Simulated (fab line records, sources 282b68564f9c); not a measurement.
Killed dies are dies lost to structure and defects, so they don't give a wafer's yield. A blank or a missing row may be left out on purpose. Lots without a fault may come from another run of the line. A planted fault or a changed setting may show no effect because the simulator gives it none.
fab line records | flow rit_cmos
record lots=13 wafers=39 last_day=7
route steps=202 shown PRETRO@67 PSD@152 SILICIDE@167 M1@185
lots that met no fault: from a run of the same line without faults
start_h: hours from the record's first day to the start of the lot's first wafer shown | wait_h: hours since the lot's step before | " the same as in the row above | L1.1+2: a row that stands for several wafers | - no value, or no start given | * or withheld: withheld | < > ~ a bound
route shown NAME@n: a module of which the file shows steps, and the number in the route of the first | usual: mean/standard deviation of fault-free wafers | same: alike in all rows | chamber/n: place in a boat | sites: the reading at each site | _std_site: their standard deviation | _edge_site: outer sites' mean less inner sites' | radius_mm: how far each site lies from the wafer's centre | mask NAME#n: copy n | behind: the tool/chamber that last shaped the wafer | hold: why the lot was held/for how many hours/how that ended | device: the transistor (n, p or np) that didn't switch | end of line: the same wafers' tests at the end of the route | a step without rows: its recipe alone | killed: dies lost to structure and defects at the first sort, not the wafer's yield | map: a wafer's dies, x killed, . not, _ none there
set.NAME: the setting as run; set.NAME@STEP: as run at that earlier step | model.NAME: the simulator's own value behind a step, which no gauge read
steps of the route over a sample of lots; a table a step, a row a wafer
services: from which hour (start_h, from the record's first day; less than 0 if before it) a tool's chamber was out of use, for how many hours, and why
## steps
# step RIT_PRETRO_EXPOSE_03
# recipe mask_id=M5 na=0.57 target_cd_nm=43700 dose_mj=250
# usual focus_offset_nm=-0.1/0.53 reticle_temp_C=23.00/0.088
# columns lot.wafer tool chamber start_h wait_h mask focus_offset_nm reticle_temp_C
L624.1 iline_stepper-01 0 31.70 0.2 M5#0 -0.1 23.16
L624.5 " 0 " " M5#0 -0.5 23.07
L624.6 " 0 " " M5#0 0.0 22.96
L625.1 iline_stepper-02 0 36.05 0.2 M5#0 -1.1 22.89
L625.4 " 0 " " M5#0 -0.4 22.86
L625.5 " 0 " " M5#0 -0.2 22.88
L627.2 iline_stepper-02 0 45.71 0.1 M5#0 -0.6 22.90
L627.3 " 0 " " M5#0 -1.0 22.95
L627.4 " 0 " " M5#0 -0.6 23.05
L628.1 iline_stepper-02 0 52.39 0.1 M5#0 0.2 22.97
L628.2 " 0 " " M5#0 0.8 22.95
L628.3 " 0 " " M5#0 1.0 22.94
L629.1 iline_stepper-02 0 56.35 0.1 M5#0 0.1 23.07
L629.2 " 0 " " M5#0 -0.7 23.06
L629.3 " 0 " " M5#0 -0.4 23.10
L630.1 iline_stepper-02 0 62.19 0.1 M5#0 0.3 22.99
L630.4 " 0 " " M5#0 0.2 23.09
L630.5 " 0 " " M5#0 0.5 22.99
L631.1 iline_stepper-01 0 66.59 0.2 M5#0 -0.6 22.87
L631.2 " 0 " " M5#0 -0.2 23.04
L631.5 " 0 " " M5#0 0.2 22.96
L632.1 iline_stepper-02 0 70.30 0.2 M5#0 0.9 23.08
L632.2 " 0 " " M5#0 0.4 22.98
L632.3 " 0 " " M5#0 0.4 23.16
L633.2 iline_stepper-01 0 76.86 0.2 M5_R1#0 -0.1 22.91
L633.5 " 0 " " M5_R1#0 0.2 22.98
L633.6 " 0 " " M5_R1#0 -0.3 23.07
L638.2 iline_stepper-01 0 101.63 0.2 M5#0 -1.2 23.02
L638.3 " 0 " " M5#0 -0.9 22.87
L638.6 " 0 " " M5#0 -0.5 22.91
L643.1 iline_stepper-02 0 127.52 0.2 M5#0 -0.3 23.01
L643.2 " 0 " " M5#0 -0.4 23.01
L643.4 " 0 " " M5#0 -0.8 22.96
L645.2 iline_stepper-01 0 138.92 0.2 M5#0 0.5 23.00
L645.3 " 0 " " M5#0 0.4 22.98
L645.6 " 0 " " M5#0 0.0 22.97
L647.1 iline_stepper-01 0 149.40 0.2 M5#0 0.0 23.08
L647.4 " 0 " " M5#0 -0.5 23.12
L647.6 " 0 " " M5#0 0.0 23.08
# step RIT_PSD_TW_MEAS_10
# usual PSD_TW=3460/45
# columns lot.wafer tool chamber start_h wait_h PSD_TW
L624.1 film_metro-01 - 51.07 0.1 3449
L624.5 " - " " 3437
L624.6 " - " " 3447
L625.1 film_metro-01 - 56.08 0.1 3437
L625.4 " - " " 3445
L625.5 " - " " 3449
L627.2 film_metro-04 - 63.78 0.1 3512
L627.3 " - " " 3512
L627.4 " - " " 3504
L628.1 film_metro-04 - 71.99 0.1 3498
L628.2 " - " " 3488
L628.3 " - " " 3511
L629.1 film_metro-04 - 76.10 0.1 3504
L629.2 " - " " 3505
L629.3 " - " " 3503
L630.1 film_metro-01 - 85.35 0.1 3462
L630.4 " - " " 3463
L630.5 " - " " 3468
L631.1 film_metro-02 - 86.47 0.1 3424
L631.2 " - " " 3426
L631.5 " - " " 3454
L632.1 film_metro-04 - 91.45 0.1 3510
L632.2 " - " " 3508
L632.3 " - " " 3503
L633.2 film_metro-02 - 94.67 0.1 3449
L633.5 " - " " 3426
L633.6 " - " " 3447
L638.2 film_metro-02 - 122.45 0.1 3421
L638.3 " - " " 3414
L638.6 " - " " 3414
L643.1 film_metro-04 - 147.74 0.1 3500
L643.2 " - " " 3497
L643.4 " - " " 3513
L645.2 film_metro-04 - 159.96 0.1 3498
L645.3 " - " " 3514
L645.6 " - " " 3494
L647.1 film_metro-02 - 171.09 0.1 3383
L647.4 " - " " 3377
L647.6 " - " " 3379
# step RIT_SILICIDE_RTA_06
# recipe temp_c=750 time_s=10 idle_temp_c=25 ramp_up_s=5 ramp_down_s=10 cool_to_c=25 ambient=N2
# usual anneal_temp_c_max=752.7/0.53 wafer_temp_C_max=753.1/1.3
# columns lot.wafer tool chamber start_h wait_h anneal_temp_c_max wafer_temp_C_max
L624.1 rtp_anneal-02 0 52.51 0.0 753.2 751.8
L624.5 " 0 " " 753.0 752.2
L624.6 " 0 " " 753.3 752.5
L625.1 rtp_anneal-01 0 57.52 0.0 752.9 753.7
L625.4 " 0 " " 752.5 754.6
L625.5 " 0 " " 752.4 754.0
L627.2 rtp_anneal-01 0 65.24 0.0 752.0 753.6
L627.3 " 0 " " 752.1 753.2
L627.4 " 0 " " 752.5 753.2
L628.1 rtp_anneal-02 0 73.41 0.0 752.7 752.6
L628.2 " 0 " " 754.0 752.0
L628.3 " 0 " " 753.5 752.1
L629.1 rtp_anneal-01 0 77.52 0.0 752.3 753.9
L629.2 " 0 " " 752.1 755.4
L629.3 " 0 " " 751.9 754.9
L630.1 rtp_anneal-02 0 86.77 0.0 752.7 751.4
L630.4 " 0 " " 752.6 751.2
L630.5 " 0 " " 752.7 751.5
L631.1 rtp_anneal-01 0 87.90 0.0 751.4 754.4
L631.2 " 0 " " 752.2 753.6
L631.5 " 0 " " 752.5 755.5
L632.1 rtp_anneal-02 0 92.95 0.0 752.9 752.5
L632.2 " 0 " " 752.9 751.7
L632.3 " 0 " " 752.7 752.5
L633.2 rtp_anneal-01 0 96.16 0.0 752.6 752.9
L633.5 " 0 " " 752.5 753.7
L633.6 " 0 " " 753.2 754.7
L638.2 rtp_anneal-02 0 124.22 0.0 753.8 752.4
L638.3 " 0 " " 752.7 752.0
L638.6 " 0 " " 752.6 752.0
L643.1 rtp_anneal-01 0 149.15 0.0 752.0 756.3
L643.2 " 0 " " 752.0 753.8
L643.4 " 0 " " 751.5 753.0
L645.2 rtp_anneal-01 0 161.40 0.0 752.2 756.1
L645.3 " 0 " " 752.8 753.4
L645.6 " 0 " " 752.8 752.8
L647.1 rtp_anneal-01 0 172.55 0.0 752.4 754.7
L647.4 " 0 " " 752.7 753.6
L647.6 " 0 " " 752.6 753.0
# step RIT_M1_RS_MEAS_01
# recipe thk_meas_gauge=four-point-probe reads=Al_of_M1_SPUTTER_00
# usual M1_AL_RS=0.0712/0.00077
# columns lot.wafer tool chamber start_h wait_h M1_AL_RS[ohm/sq]
L624.1 film_metro-01 - 55.11 0.1 0.0699
L624.5 " - " " 0.0690
L624.6 " - " " 0.0695
L625.1 film_metro-02 - 60.13 0.1 0.0717
L625.4 " - " " 0.0718
L625.5 " - " " 0.0707
L627.2 film_metro-02 - 67.83 0.2 0.0714
L627.3 " - " " 0.0709
L627.4 " - " " 0.0712
L628.1 film_metro-01 - 76.13 0.1 0.0718
L628.2 " - " " 0.0720
L628.3 " - " " 0.0716
L629.1 film_metro-01 - 80.24 0.1 0.0705
L629.2 " - " " 0.0712
L629.3 " - " " 0.0705
L630.1 film_metro-02 - 89.57 0.1 0.0712
L630.4 " - " " 0.0711
L630.5 " - " " 0.0710
L631.1 film_metro-02 - 90.61 0.1 0.0727
L631.2 " - " " 0.0734
L631.5 " - " " 0.0724
L632.1 film_metro-01 - 95.66 0.1 0.0707
L632.2 " - " " 0.0712
L632.3 " - " " 0.0701
L633.2 film_metro-02 - 98.80 0.2 0.0708
L633.5 " - " " 0.0706
L633.6 " - " " 0.0702
L638.2 film_metro-02 - 126.95 0.2 0.0706
L638.3 " - " " 0.0714
L638.6 " - " " 0.0711
L643.1 film_metro-04 - 151.74 0.1 0.0708
L643.2 " - " " 0.0708
L643.4 " - " " 0.0702
L645.2 film_metro-01 - 164.13 0.2 0.0721
L645.3 " - " " 0.0711
L645.6 " - " " 0.0711
L647.1 film_metro-01 - 175.28 0.1 0.0712
L647.4 " - " " 0.0716
L647.6 " - " " 0.0705
# step RIT_M1_PROBE_99
# usual killed_at_M0_to_M3=0.0/0.14 killed_at_contacts=0.1/0.31 killed_at_front_end=7/3.2 killed_dies=7/3.2 killed_open=3.6/1.9 killed_short=3.6/2
# same gross_dies=264 killed_at_M4_up=0 killed_at_back_side=0 killed_at_other=0
# columns lot.wafer tool chamber start_h wait_h killed_at_M0_to_M3 killed_at_contacts killed_at_front_end killed_dies killed_open killed_short
L630.1 prober-02 - 93.29 0.1 0 0 9 9 3 6
L630.4 prober-02 - 93.44 0.2 0 0 7 7 3 4
L630.5 prober-02 - 93.49 0.2 0 0 6 6 2 4
L631.1 prober-01 - 94.79 0.1 0 0 8 8 3 5
L631.2 prober-01 - 94.84 0.1 0 0 9 9 7 2
L631.5 prober-01 - 94.99 0.2 0 0 7 7 3 4
L632.1 prober-02 - 99.62 0.1 0 0 7 7 5 2
L632.2 prober-02 - 99.67 0.1 0 0 6 6 3 3
L632.3 prober-02 - 99.72 0.2 0 0 3 3 1 2
L645.2 prober-01 - 167.88 0.1 0 0 4 4 1 3
L645.3 prober-01 - 167.93 0.2 1 0 3 4 3 1
L645.6 prober-01 - 168.08 0.2 0 0 3 3 0 3
L647.1 prober-01 - 179.31 0.1 0 0 11 11 5 6
L647.4 prober-01 - 179.46 0.2 0 0 10 10 8 2
L647.6 prober-01 - 179.56 0.2 0 0 7 7 4 3
# killed by level:class
L630.1 GATE:geometric_particle:short=2 SPACER:geometric_particle:short=2 FOX2:geometric_particle:open=1 FOX2:geometric_particle:short=1 GATE:geometric_particle:open=1 REOX:geometric_particle:short=1 REOX:geometric_particle:open=1
L630.4 FOX2:geometric_particle:open=1 GATE:geometric_particle:open=1 GATE:geometric_particle:short=1 REOX:geometric_particle:short=1 REOX:geometric_particle:open=1 SPACER:geometric_particle:short=1 SILICIDE:geometric_particle:short=1
L630.5 GATE:geometric_particle:short=2 REOX:geometric_particle:short=2 GATE:geometric_particle:open=1 SPACER:geometric_particle:open=1
L631.1 SPACER:geometric_particle:short=2 SILICIDE:geometric_particle:open=2 FOX1:geometric_particle:open=1 FOX1:geometric_particle:short=1 GATE:geometric_particle:short=1 SILICIDE:geometric_particle:short=1
L631.2 FOX1:geometric_particle:open=3 FOX1:geometric_particle:short=1 GATE:geometric_particle:open=1 REOX:geometric_particle:open=1 SPACER:geometric_particle:short=1 SPACER:geometric_particle:open=1 SILICIDE:geometric_particle:open=1
L631.5 SILICIDE:geometric_particle:short=3 SILICIDE:geometric_particle:open=2 GATE:geometric_particle:short=1 GATE:geometric_particle:open=1
L632.1 FOX2:geometric_particle:open=2 GATE:geometric_particle:short=2 GATE:geometric_particle:open=1 SPACER:geometric_particle:open=1 SILICIDE:geometric_particle:open=1
L632.2 FOX1:geometric_particle:short=1 FOX2:geometric_particle:open=1 GATE:geometric_particle:short=1 SPACER:geometric_particle:open=1 SPACER:geometric_particle:short=1 SILICIDE:geometric_particle:open=1
L632.3 GATE:geometric_particle:short=2 GATE:geometric_particle:open=1
L645.2 SILICIDE:geometric_particle:short=2 GATE:geometric_particle:short=1 SPACER:geometric_particle:open=1
L645.3 FOX2:geometric_particle:open=1 SILICIDE:geometric_particle:short=1 SILICIDE:geometric_particle:open=1 M1:geometric_particle:open=1
L645.6 GATE:geometric_particle:short=1 REOX:geometric_particle:short=1 SPACER:geometric_particle:short=1
L647.1 GATE:geometric_particle:short=4 FOX2:geometric_particle:open=2 GATE:geometric_particle:open=2 FOX2:geometric_particle:short=1 SPACER:geometric_particle:open=1 SPACER:geometric_particle:short=1
L647.4 FOX1:geometric_particle:open=3 GATE:geometric_particle:open=3 FOX1:geometric_particle:short=2 SPACER:geometric_particle:open=2
L647.6 FOX1:geometric_particle:open=2 FOX1:geometric_particle:short=1 GATE:geometric_particle:open=1 GATE:geometric_particle:short=1 SPACER:geometric_particle:short=1 SILICIDE:geometric_particle:open=1
## services
# columns tool chamber start_h hours kind
iline_stepper-02 - 49.76 1.7 pm
iline_stepper-01 0 138.01 - calibration
rtp_anneal-02 - 171.27 1.7 pm
## key
first_sign step=RIT_PRETRO_EXPOSE_03 reading=mask direction=changed
effect none on later readings
met_at RIT_PRETRO_EXPOSE_03
struck_lots L633
tester_left_out L633
not_acting_at RIT_PSD_TW_MEAS_10,RIT_SILICIDE_RTA_06,RIT_M1_RS_MEAS_01
onset_between 66.59 76.86
fault kind=wrong_mask tool=any chamber=- onset_h=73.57 steps=RIT_PRETRO_EXPOSE_03 aux_copy=M5_R1#0 cd_offset_nm=-350 scope=struck_lots_only
# tester_left_out: of these lots the tester's yield and bins aren't shown, on N5 and GAA mostly nor the transistor test; their killed dies are dies lost to structure and defects alone, not to doping, threshold or leakage, so they don't give the yield
